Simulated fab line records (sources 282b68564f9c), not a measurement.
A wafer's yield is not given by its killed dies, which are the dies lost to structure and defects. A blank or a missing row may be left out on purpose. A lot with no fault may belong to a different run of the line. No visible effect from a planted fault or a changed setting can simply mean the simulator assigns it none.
A lot that was struck, set against a sound lot / flow rit cmos / 15 steps out of a route of 202
Sound: these wafers, L452.1, L452.5, L452.6. Wafers L448.1, L448.3, L448.6 were the ones struck. At the end, the cause is stated.
For every step that has rows: the tool of each side, followed by ch and its chambers, followed by its first start. Under that, the readings that differ: sound wafers / struck wafers / difference of the means / sigmas: that difference in standard deviations of wafers without a fault.
alike: words and numbers the same on both sides, and readings whose means are apart by under 2 such deviations; not compared: readings that were withheld, readings missing a value for some wafer, numbers with overlapping values and no deviation given by the record, and bounds like >300 which may hide the same value.
A row with sigmas, a row that says differs or no value, or rows on one side alone: a step with any of these is where the two part. When numbers do not overlap yet have no deviation, they are printed without sigmas and do not part them. Lack of a reading on every wafer of one side parts them only where that side has two or more wafers.

first, 2 steps without rows for these wafers: RIT_NRETRO_PEB_04; RIT_NRETRO_DEVELOP_05 (develop time 68 s).
RIT_NRETRO_OVL_MEAS_06:
  sound on overlay-02 at day 5 10:35; struck on overlay-01 at day 4 22:59
  alike: NRETRO_OVL
then, 2 steps without rows for these wafers: RIT_NRETRO_HARDBAKE_07 (time 120 s); RIT_NRETRO_IMPLANT_08.
RIT_NRETRO_STRIP_09: strips in O2, time 180 s.
  sound on plasma asher-04 ch 0,1, day 5 11:02; struck on plasma asher-04 ch 1, day 4 23:28
  alike: drypump motor current A
  not compared: rf hours counter h
RIT_NRETRO_TW_MEAS_10:
  sound on film metro-01 at day 5 11:12; struck on film metro-01 at day 4 23:38
  alike: NRETRO_TW
then, 5 steps without rows for these wafers: RIT_PRETRO_HMDS_00 (prime time 60 s); RIT_PRETRO_COAT_01 (resist thk 1300 nm); RIT_PRETRO_SOFTBAKE_02 (time 60 s); RIT_PRETRO_EXPOSE_03 (exposes mask M5, target cd 43700 nm); RIT_PRETRO_PEB_04.
RIT_PRETRO_DEVELOP_05: develop time 68 s.
  sound on litho track-03 ch 0, day 5 12:00; struck on litho track-01 ch 0, day 5 00:00
reading=developer temp C (C); sound=23.15 23.09 22.90; struck=22.00 21.96 22.18; difference=-1.00; sigmas=-8
RIT_PRETRO_OVL_MEAS_06:
  sound on overlay-02 at day 5 12:16; struck on overlay-02 at day 5 01:06
  alike: PRETRO_OVL
RIT_M1_PROBE_99:
  sound wafers here have rows in the record (prober-01, day 6 19:53); struck ones have none

## WHERE THEY PART
Last at RIT_M1_PROBE_99 as far as this record goes, first at RIT_PRETRO_DEVELOP_05.

WHY: what had been put in by the simulator
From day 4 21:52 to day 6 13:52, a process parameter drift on litho track-01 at RIT_PRETRO_DEVELOP_05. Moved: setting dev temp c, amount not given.
